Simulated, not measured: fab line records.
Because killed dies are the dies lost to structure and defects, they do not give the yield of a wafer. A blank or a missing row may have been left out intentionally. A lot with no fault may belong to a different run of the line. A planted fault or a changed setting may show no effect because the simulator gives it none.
Which tool is to blame?	flow berkeley-cmos170	15 lots with 45 wafers sampled at 4 steps, on a route of 331 steps

## WHAT EACH GAUGE READ, for each wafer
UCB170_GATE_CD_MEAS_90: the cd target is 350 nm. Usual: cd-nm 349.9 nm, standard deviation 1.7.
lot	measured	on	cd-nm (nm)	flag
L513	day 6 20:20	cd-sem-01	348.6 348.5 351.1	
L515	day 7 08:58	cd-sem-01	347.3 348.8 348.2	
L518	day 8 00:31	cd-sem-01	349.1 349.9 349.0	
L516	day 8 00:41	cd-sem-02	348.1 348.1 348.9	
L517	day 8 00:54	cd-sem-02	348.9 350.9 347.7	
L520	day 9 00:19	cd-sem-01	350.1 349.2 351.8	
L523	day 9 06:08	cd-sem-01	351.2 351.2 352.9	
L525	day 9 06:22	cd-sem-01	348.4 349.3 350.7	
L528	day 10 07:05	cd-sem-01	349.1 349.0 348.2	
L530	day 10 20:32	cd-sem-02	347.8 346.9 347.1	
L529	day 10 20:49	cd-sem-02	352.2 350.6 350.3	
L531	day 10 20:56	cd-sem-01	354.0 355.1 353.4	
L532	day 11 07:21	cd-sem-02	352.1 351.7 352.1	
L535	day 11 22:26	cd-sem-02	348.1 351.5 350.7	
L534	day 11 22:30	cd-sem-01	350.0 352.9 351.8	

UCB170_PSD_OVL_MEAS_07. Usual: PSD_OVL typically reads 2 nm, with standard deviation 5.4.
lot	measured	on	PSD_OVL (nm)	flag
L513	day 7 08:36	overlay-01	9 4 2	
L515	day 7 21:34	overlay-01	-4 3 -2	
L518	day 8 16:08	overlay-01	6 -1 3	
L516	day 8 16:38	overlay-01	-2 3 4	
L517	day 8 16:23	overlay-02	-1 6 2	
L520	day 9 16:19	overlay-02	6 6 -2	
L523	day 9 16:10	overlay-02	3 9 1	
L525	day 9 16:12	overlay-01	-9 10 10	
L528	day 10 20:13	overlay-02	-6 -1 -1	
L530	day 11 10:00	overlay-01	5 2 1	
L529	day 11 10:16	overlay-02	0 3 6	
L531	day 11 10:00	overlay-02	3 10 2	
L532	day 11 19:01	overlay-01	-6 1 4	
L535	day 12 10:11	overlay-02	-6 -10 -9	
L534	day 12 10:31	overlay-02	4 3 0	

UCB170_NSD_TW_MEAS_10. Usual: NSD_TW typically reads 4189, with standard deviation 45.
lot	measured	on	NSD_TW	flag
L513	day 7 11:32	film-metro-03	4154 4140 4133	
L515	day 8 01:22	film-metro-02	4149 4112 4111	
L518	day 8 18:02	film-metro-03	4191 4183 4178	
L516	day 8 18:32	film-metro-03	4181 4167 4175	
L517	day 8 18:16	film-metro-01	4245 4254 4251	
L520	day 9 19:19	film-metro-02	4130 4111 4122	
L523	day 9 19:04	film-metro-02	4135 4104 4124	
L525	day 9 19:13	film-metro-01	4225 4232 4239	
L528	day 10 23:12	film-metro-01	4198 4224 4209	
L530	day 11 11:53	film-metro-01	4232 4269 4249	
L529	day 11 12:22	film-metro-01	4236 4240 4230	
L531	day 11 12:08	film-metro-02	4139 4123 4116	
L532	day 11 21:16	film-metro-01	4210 4234 4228	
L535	day 12 12:08	film-metro-02	4131 4144 4150	
L534	day 12 13:09	film-metro-03	4189 4168 4159	

## WHICH TOOL RAN EACH LOT (tool, then ch and the chambers of the sampled wafers, then the start)
lot	UCB170_NSD_PEB_04
L513	litho-track-01 ch 0, day 7 10:53
L515	litho-track-01 ch 0, day 8 00:29
L518	litho-track-04 ch 0, day 8 17:23
L516	litho-track-01 ch 0, day 8 17:52
L517	litho-track-03 ch 0, day 8 17:35
L520	litho-track-01, day 9 18:38
L523	litho-track-01, day 9 18:23
L525	litho-track-04, day 9 18:32
L528	litho-track-01 ch 0, day 10 22:34
L530	litho-track-04 ch 0, day 11 11:13
L529	litho-track-03 ch 0, day 11 11:41
L531	litho-track-01 ch 0, day 11 11:27
L532	litho-track-04 ch 0, day 11 20:35
L535	litho-track-01 ch 0, day 12 11:26
L534	litho-track-03 ch 0, day 12 12:28
- UCB170_NSD_PEB_04

## WHAT THE TOOLS THEMSELVES READ (means of the sampled wafers that have a number; where no wafer has one, the mark that the record gives instead)
UCB170_NSD_PEB_04. Usual: chill-plate-temp-C 23.01 C, standard deviation 0.12; exhaust-pa 45.0 Pa, standard deviation 0.88.
lot	tool	chill-plate-temp-C (C)	exhaust-pa (Pa)	flag
L513	litho-track-01	23.03	44.1	
L515	litho-track-01	22.99	46.6	
L518	litho-track-04	23.17	44.6	
L516	litho-track-01	22.78	46.1	
L517	litho-track-03	23.07	44.9	
L520	litho-track-01	-	-	OFF
L523	litho-track-01	-	-	OFF
L525	litho-track-04	-	-	OFF
L528	litho-track-01	22.92	44.9	
L530	litho-track-04	23.05	44.9	
L529	litho-track-03	22.86	44.8	
L531	litho-track-01	22.93	45.2	
L532	litho-track-04	23.01	44.3	
L535	litho-track-01	23.05	44.6	
L534	litho-track-03	22.98	45.3	

## THE ANSWER, worked out from the rows above alone
Rule: take the mean of a lot's wafers that have a number; if it is more than 3 standard deviations from the usual mean, the lot is off. A lot without any number at a reading at which 4 lots or more have one is off too. All remaining lots with rows at the step are treated as sound. The gauges are gone through in route order, then the tools' own readings, and for those a lot's mean is taken as printed above. The first step at which some lot is off is used, and at that step the reading that is off furthest; a lot without a number counts as furthest.
Off at UCB170_NSD_PEB_04 (chill-plate-temp-C): L520, L523, L525. Without a number there: L520, L523, L525.
If a tool, at that step or one of the process steps before it, ran each lot that is off and ran no sound lot following the first of them, it fits. No candidate that was tried fits.

## WHAT THE SIMULATOR PUT IN
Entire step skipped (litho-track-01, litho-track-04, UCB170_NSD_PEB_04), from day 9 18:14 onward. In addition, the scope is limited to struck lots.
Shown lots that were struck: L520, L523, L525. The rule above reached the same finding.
